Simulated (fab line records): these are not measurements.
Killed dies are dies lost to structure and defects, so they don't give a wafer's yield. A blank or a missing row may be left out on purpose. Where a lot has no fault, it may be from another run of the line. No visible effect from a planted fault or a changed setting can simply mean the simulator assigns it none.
Which tool is to blame? ; flow berkeley cmos170 ; Sampling: 14 lots, 42 wafers, 5 of 331 route steps

== WHAT THE GAUGES SHOWED, per wafer ==
UCB170_ACTIVE_CD_MEAS_13: target cd 1200 nm. Usual: cd nm 1200.0 nm, standard deviation 0.98.
lot;measured;on;cd nm (nm);flag
L720;day 4 15:01;cd sem-01;1199.3 1198.9 1198.8;
L721;day 5 07:58;cd sem-02;1199.9 1200.3 1200.6;
L723;day 5 08:11;cd sem-02;1201.0 1200.4 1200.1;
L724;day 5 14:17;cd sem-02;1199.8 1198.9 1199.1;
L725;day 5 14:13;cd sem-02;1199.4 1199.0 1199.4;
L726;day 5 13:55;cd sem-01;1199.7 1200.1 1199.8;
L731;day 7 04:16;cd sem-02;1200.8 1199.2 1199.9;
L733;day 7 03:42;cd sem-02;1200.1 1201.2 1199.2;
L735;day 7 23:40;cd sem-02;1199.9 1198.6 1198.8;
L737;day 8 09:43;cd sem-01;1199.1 1199.2 1199.0;
L738;day 8 10:26;cd sem-01;1200.1 1198.7 1199.9;
L739;day 9 01:33;cd sem-01;1199.9 1200.3 1199.2;
L740;day 9 08:40;cd sem-01;1199.8 1199.6 1200.1;
L742;day 9 15:45;cd sem-02;1201.3 1199.8 1200.0;

UCB170_ACTIVE_OVL_MEAS_14. Usual: ACTIVE_OVL 3 nm, standard deviation 5.
lot;measured;on;ACTIVE_OVL (nm);flag
L720;day 4 15:07;overlay-01;9 0 -2;
L721;day 5 08:05;overlay-02;3 3 15;
L723;day 5 08:19;overlay-01;5 7 3;
L724;day 5 14:25;overlay-02;-2 -2 -4;
L725;day 5 14:18;overlay-02;6 9 2;
L726;day 5 14:03;overlay-01;3 6 2;
L731;day 7 04:22;overlay-01;5 6 -3;
L733;day 7 03:49;overlay-01;-3 2 0;
L735;day 7 23:47;overlay-02;8 12 0;
L737;day 8 09:49;overlay-02;7 7 1;
L738;day 8 10:32;overlay-02;6 7 -1;
L739;day 9 01:38;overlay-02;1 2 8;
L740;day 9 08:47;overlay-02;2 -1 0;
L742;day 9 15:52;overlay-01;-1 -3 0;

== WHAT TOOL EACH LOT RAN ON (gives the tool, then ch and the chambers of the sampled wafers, and finally the start) ==
lot;UCB170_ZERO_ETCH_06;UCB170_PWELL_ETCH_14;UCB170_PWELL_STRIP_16
L720;rie diel-04 ch 0,2,3, day 1 20:31;rie diel-01 ch 0,2,3, day 3 09:48;plasma asher-02 ch 0,1, day 3 10:05
L721;rie diel-03 ch 0,1, day 2 09:23;rie diel-02 ch 1,2,3, day 4 06:39;plasma asher-02 ch 0,1, day 4 06:54
L723;rie diel-02 ch 0,1,3, day 2 09:56;rie diel-01 ch 0,2,3, day 4 06:55;plasma asher-04 ch 0,1, day 4 07:10
L724;rie diel-02 ch 0,2,3, day 2 21:45;rie diel-04 ch 0,1,3, day 4 08:10;plasma asher-01 ch 0,1, day 4 08:25
L725;rie diel-03 ch 0,1,3, day 2 21:50;rie diel-01 ch 2,3, day 4 08:26;plasma asher-04 ch 0,1, day 4 08:43
L726;rie diel-03 ch 0,3, day 3 05:56;rie diel-04 ch 1,3, day 4 13:23;plasma asher-02 ch 0, day 4 13:38
L731;rie diel-03 ch 1,3, day 4 07:54;rie diel-02 ch 0,2, day 5 14:14;plasma asher-01 ch 0,1, day 5 14:32
L733;rie diel-03 ch 0,2, day 4 10:18;rie diel-02 ch 0,2,3, day 5 14:03;plasma asher-02 ch 0,1, day 5 14:18
L735;rie diel-03 ch 1,3, day 4 20:20;rie diel-04 ch 0,3, day 6 07:02;plasma asher-01 ch 0,1, day 6 07:17
L737;rie diel-02 ch 0,1,3, day 5 09:33;rie diel-01 ch 0,2,3, day 6 22:16;plasma asher-04 ch 0,1, day 6 22:31
L738;rie diel-03 ch 0,1,2, day 5 12:00;rie diel-04 ch 0,2,3, day 6 22:22;plasma asher-02 ch 0,1, day 6 22:37
L739;rie diel-03 ch 2,3, day 5 18:28;rie diel-01 ch 1,2,3, day 7 07:55;plasma asher-04 ch 0,1, day 7 08:11
L740;rie diel-02 ch 0,2,3, day 6 02:08;rie diel-01 ch 1,2, day 7 20:02;plasma asher-04 ch 0,1, day 7 20:26
L742;rie diel-04 ch 0,2,3, day 6 15:17;rie diel-04 ch 2,3, day 8 03:24;plasma asher-04 ch 0,1, day 8 03:48
- UCB170_ZERO_ETCH_06: etches SiO2 in CHF3/CF4/Ar, time 12 s.
- UCB170_PWELL_ETCH_14: etches Si3N4 in CH3F/Ar/O2, stops on SiO2, target depth 242 nm, time 151 s.
- UCB170_PWELL_STRIP_16: strips in O2.

== AS READ BY THE TOOLS THEMSELVES (means over the sampled wafers that have a number; for cases with no such wafer, the mark the record gives instead) ==
UCB170_ZERO_ETCH_06. Usual: chamber pressure mTorr 100.00 mTorr, standard deviation 0.087; drypump motor current A 5.8 A, standard deviation 0.49; mfc ar sccm 120.0 sccm, standard deviation 0.35; oes product au 0.620 a.u., standard deviation 0.012; throttle valve pct 9.24 %, standard deviation 0.14.
lot;tool;chamber pressure mTorr (mTorr);drypump motor current A (A);mfc ar sccm (sccm);oes product au (a.u.);throttle valve pct (%);flag
L720;rie diel-04;100.00;5.8;119.8;0.616;9.26;
L721;rie diel-03;99.94;6.2;120.1;0.624;9.14;
L723;rie diel-02;99.98;5.3;119.9;0.623;9.29;
L724;rie diel-02;100.04;5.8;119.8;0.618;9.32;
L725;rie diel-03;100.03;6.0;119.8;0.619;9.12;
L726;rie diel-03;100.03;5.7;120.5;0.624;9.07;
L731;rie diel-03;99.89;5.9;119.9;0.611;9.11;
L733;rie diel-03;100.00;6.1;120.2;0.628;9.21;
L735;rie diel-03;100.03;5.9;120.3;0.614;9.11;
L737;rie diel-02;100.02;5.4;119.9;0.627;9.30;
L738;rie diel-03;99.98;6.2;120.3;0.616;9.19;
L739;rie diel-03;100.14;6.0;120.5;0.619;9.18;
L740;rie diel-02;99.99;5.8;120.0;0.619;9.31;
L742;rie diel-04;99.97;5.9;120.1;0.616;9.27;

UCB170_PWELL_ETCH_14. Usual: chamber pressure mTorr 50.00 mTorr, standard deviation 0.042; drypump motor current A 5.8 A, standard deviation 0.51; mfc ar sccm 50.01 sccm, standard deviation 0.15; oes product au 0.942 a.u., standard deviation 0.015; throttle valve pct 8.09 %, standard deviation 0.13.
lot;tool;chamber pressure mTorr (mTorr);drypump motor current A (A);mfc ar sccm (sccm);oes product au (a.u.);throttle valve pct (%);flag
L720;rie diel-01;49.99;5.7;50.00;0.930;7.99;
L721;rie diel-02;50.05;5.9;49.92;0.953;8.21;
L723;rie diel-01;50.02;5.7;50.17;0.931;7.99;
L724;rie diel-04;50.02;5.6;49.97;0.929;8.10;
L725;rie diel-01;50.04;6.1;49.89;0.931;7.96;
L726;rie diel-04;50.00;6.0;50.06;0.939;8.17;
L731;rie diel-02;49.95;5.6;49.98;0.931;8.04;
L733;rie diel-02;49.99;5.8;50.01;0.949;8.14;
L735;rie diel-04;49.95;5.7;49.96;0.949;7.98;
L737;rie diel-01;49.99;5.8;50.04;0.933;7.98;
L738;rie diel-04;50.03;5.8;50.10;0.955;8.07;
L739;rie diel-01;50.03;6.0;49.88;0.938;7.93;
L740;rie diel-01;49.99;6.1;50.04;0.937;7.94;
L742;rie diel-04;50.00;6.2;49.92;0.942;8.16;

UCB170_PWELL_STRIP_16. Usual: chamber pressure mTorr 3500.1 mTorr, standard deviation 3; drypump motor current A 5.5 A, standard deviation 0.46; o2 flow sccm 400.0 sccm, standard deviation 1.1; oes product au 0.720 a.u., standard deviation 0.0041; strip time to endpoint s 18.01 s, standard deviation 0.084.
lot;tool;chamber pressure mTorr (mTorr);drypump motor current A (A);o2 flow sccm (sccm);oes product au (a.u.);strip time to endpoint s (s);flag
L720;plasma asher-02;3502.1;5.8;401.9;0.720;18.08;
L721;plasma asher-02;3500.0;5.5;400.6;0.718;17.91;
L723;plasma asher-04;3499.7;5.1;399.4;0.719;17.89;
L724;plasma asher-01;3497.5;5.6;400.4;0.718;18.04;
L725;plasma asher-04;3502.0;5.1;401.1;0.720;18.04;
L726;plasma asher-02;3499.5;6.1;401.1;0.724;18.17;
L731;plasma asher-01;3501.5;5.9;401.3;0.718;16.46;OFF
L733;plasma asher-02;3501.8;5.8;400.7;0.721;16.56;OFF
L735;plasma asher-01;3501.5;5.9;399.7;0.720;18.16;
L737;plasma asher-04;3500.0;5.1;399.8;0.721;18.03;
L738;plasma asher-02;3500.5;5.8;400.3;0.720;18.01;
L739;plasma asher-04;3502.9;5.1;399.7;0.717;17.92;
L740;plasma asher-04;3499.7;5.1;399.0;0.722;17.96;
L742;plasma asher-04;3498.3;5.1;400.9;0.719;18.02;

== THE ANSWER, worked out from the rows above alone ==
Rule: take the mean of a lot's wafers that have a number; if it is more than 3 standard deviations from the usual mean, the lot is off. Also off: a lot with no number at a reading for which 4 or more lots have one. All remaining lots with rows at the step are treated as sound. Order of review: gauges by route order, followed by the tools' own readings, for which a lot's mean as printed above is used. At the first step where some lot is off, the reading lying furthest off is the one used; lots without a number count as furthest.
Off: L731, L733, at UCB170_PWELL_STRIP_16 (strip time to endpoint s).
If a tool, at that step or one of the process steps before it, ran each lot that is off and ran no sound lot following the first of them, it fits. One candidate fits, namely rie diel-02 at UCB170_PWELL_ETCH_14. A fault onset in the window from L721 (day 4 06:39, its last sound lot) to L733 (day 5 14:03, its first lot off) fits.

== WHAT HAD BEEN PUT IN BY THE SIMULATOR ==
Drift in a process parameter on rie diel-02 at UCB170_PWELL_ETCH_14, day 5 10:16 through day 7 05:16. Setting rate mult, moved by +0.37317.
Lots struck among those shown: L733, L731. The same result came from the rule above.
